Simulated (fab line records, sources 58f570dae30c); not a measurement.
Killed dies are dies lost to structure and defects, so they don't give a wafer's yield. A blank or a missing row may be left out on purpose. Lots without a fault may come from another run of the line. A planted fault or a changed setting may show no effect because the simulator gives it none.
fab line records | flow berkeley_cmos170
record lots=5 wafers=27
route steps=331 shown M3@327
start_h: hours from the record's first day to the start of the lot's first wafer shown | wait_h: hours since the lot's step before | " the same as in the row above | L1.1+2: a row that stands for several wafers | - no value, or no start given | * or withheld: withheld | < > ~ a bound
route shown NAME@n: a module of which the file shows steps, and the number in the route of the first | usual: mean/standard deviation of fault-free wafers | same: alike in all rows | chamber/n: place in a boat | sites: the reading at each site | _std_site: their standard deviation | _edge_site: outer sites' mean less inner sites' | radius_mm: how far each site lies from the wafer's centre | mask NAME#n: copy n | behind: the tool/chamber that last shaped the wafer | hold: why the lot was held/for how many hours/how that ended | device: the transistor (n, p or np) that didn't switch | end of line: the same wafers' tests at the end of the route | a step without rows: its recipe alone | killed: dies lost to structure and defects at the first sort, not the wafer's yield | map: a wafer's dies, x killed, . not, _ none there
set.NAME: the setting as run; set.NAME@STEP: as run at that earlier step | model.NAME: the simulator's own value behind a step, which no gauge read
lots whose settings were changed on purpose; a table a step, a row a wafer
## steps
# step UCB170_M3_METAL_ETCH_18
# recipe chemistry=Cl2/BCl3 target=Al stop_on=SiO2 pressure_mtorr=12 target_depth_a=11700 over_etch_frac=0.3 time_s=195 icp_w=600 bias_w=120 Cl2_flow_sccm=90 bcl3_flow_sccm=45
# usual oes_product_au=0.859/0.017
# columns lot.wafer tool chamber start_h wait_h set.target_depth_a oes_product_au model.M3.feature_depth_nm model.KrF_of_M3_COAT_10.thk_nm model.etch.depth_nm
L075.2 rie_metal-03 1 188.70 - 11700 0.886 969.3 207.5 912.8
L075.4 " 0 " " 11700 0.882 974.1 236 920.3
L075.6 " 0 " " 11700 0.878 969.4 231.3 915.3
L077.1 rie_metal-02 0 204.80 - 11700 0.852 952.2 235.8 898.2
L077.2 " 1 " " 11700 0.834 944.1 226.4 -
L077.3 " 0 " " 11700 0.864 954.2 235.5 900.1
L077.4 " 1 " " 9624 0.932 935.6 343 -
L077.5 " 1 " " 9624 0.936 943.9 343.9 -
L077.6 " 0 " " 9624 0.955 933.8 353.4 889.5
L079.1 rie_metal-04 1 205.28 - 6497 0.999 660.3 509.3 -
L079.2 " 0 " " 11700 0.868 934.4 232.9 880
L079.3 " 1 " " 11700 0.836 954.9 206.9 898.1
L079.4 " 0 " " 11700 0.879 946.3 235.1 -
L079.5 " 1 " " 6497 0.995 658.4 511.2 -
L079.6 " 0 " " 6497 1.020 634.2 521 634.2
L084.1 rie_metal-04 1 226.94 - 11700 0.838 948.8 200.6 891.5
L084.2 " 0 " " 7178 1.014 694.5 484.8 694.5
L084.3 " 0 " " 11700 0.875 950.6 231.9 896.5
L084.4 " 1 " " 11700 0.842 950.4 198.2 893
L084.5 " 0 " " 7178 1.006 691.6 487.5 691.6
L084.6 " 1 " " 7178 1.000 732.5 464.8 732.5
L085.1 rie_metal-04 1 241.13 - 16590 0.704 981.3 0 895.8
L085.2 " 0 " " 11700 0.877 952.7 243.8 899
L085.3 " 0 " " 11700 0.875 951.6 239.3 897.9
L085.4 " 1 " " 16590 0.699 977.6 0 892
L085.5 " 1 " " 16590 0.704 992.4 0 907.1
L085.6 " 0 " " 11700 0.877 949.4 239.8 895.8
# step UCB170_M3_STRIP_19
# recipe chemistry=O2 power_w=400 pressure_mtorr=3500 platen_temp_c=withheld o2_flow_sccm=400 overash_fraction=0.5
# usual oes_product_au=0.552/0.014
# columns lot.wafer tool chamber start_h wait_h set.target_depth_a@M3_METAL_ETCH_18 oes_product_au
L075.2 plasma_asher-03 1 188.89 0.1 11700 0.537
L075.4 " 0 " " 11700 0.564
L075.6 " 0 " " 11700 0.564
L077.1 plasma_asher-02 1 204.99 0.1 11700 0.568
L077.2 " 0 " " 11700 0.567
L077.3 " 0 " " 11700 0.562
L077.4 " 1 " " 9624 0.668
L077.5 " 0 " " 9624 0.680
L077.6 " 1 " " 9624 0.681
L079.1 plasma_asher-02 1 205.46 0.1 6497 0.725
L079.2 " 0 " " 11700 0.563
L079.3 " 1 " " 11700 0.538
L079.4 " 0 " " 11700 0.574
L079.5 " 0 " " 6497 0.728
L079.6 " 1 " " 6497 0.718
L084.1 plasma_asher-04 0 227.12 0.1 11700 0.537
L084.2 " 1 " " 7178 0.712
L084.3 " 1 " " 11700 0.567
L084.4 " 0 " " 11700 0.529
L084.5 " 1 " " 7178 0.720
L084.6 " 0 " " 7178 0.722
L085.1 plasma_asher-03 1 241.32 0.1 16590 0.312
L085.2 " 0 " " 11700 0.574
L085.3 " 0 " " 11700 0.567
L085.4 " 1 " " 16590 0.312
L085.5 " 1 " " 16590 0.312
L085.6 " 0 " " 11700 0.567
# step UCB170_M3_CD_MEAS_90
# recipe target_cd_nm=700
# usual cd_nm=702/3.4
# columns lot.wafer tool chamber start_h wait_h set.target_depth_a@M3_METAL_ETCH_18 cd_nm
L075.2 cd_sem-01 - 189.01 0.1 11700 700
L075.4 " - " " 11700 702
L075.6 " - " " 11700 703
L077.1 cd_sem-02 - 205.09 0.1 11700 702
L077.2 " - " " 11700 707
L077.3 " - " " 11700 702
L077.4 " - " " 9624 716
L077.5 " - " " 9624 715
L077.6 " - " " 9624 708
L079.1 cd_sem-02 - 205.56 0.1 6497 723
L079.2 " - " " 11700 699
L079.3 " - " " 11700 699
L079.4 " - " " 11700 699
L079.5 " - " " 6497 723
L079.6 " - " " 6497 716
L084.1 cd_sem-01 - 227.22 0.1 11700 702
L084.2 " - " " 7178 715
L084.3 " - " " 11700 702
L084.4 " - " " 11700 705
L084.5 " - " " 7178 715
L084.6 " - " " 7178 719
L085.1 cd_sem-02 - 241.42 0.1 16590 683
L085.2 " - " " 11700 700
L085.3 " - " " 11700 700
L085.4 " - " " 16590 682
L085.5 " - " " 16590 683
L085.6 " - " " 11700 703
## key
split step=UCB170_M3_METAL_ETCH_18 setting=target_depth_a stated=11700 by=wafer
response step=UCB170_M3_METAL_ETCH_18 reading=oes_product_au change=-0.00384 per=1% r=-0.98
response step=UCB170_M3_METAL_ETCH_18 reading=model.M3.feature_depth_nm shape=bent at_lowest=651 at_stated=953.5 at_highest=983.8
response step=UCB170_M3_METAL_ETCH_18 reading=model.KrF_of_M3_COAT_10.thk_nm change=-6.39 per=1% r=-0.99
response step=UCB170_M3_METAL_ETCH_18 reading=model.etch.depth_nm shape=bent at_lowest=634.2 at_stated=899.9 at_highest=898.3
response step=UCB170_M3_STRIP_19 reading=oes_product_au change=-0.00484 per=1% r=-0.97
response step=UCB170_M3_CD_MEAS_90 reading=cd_nm change=-0.435 per=1% r=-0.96
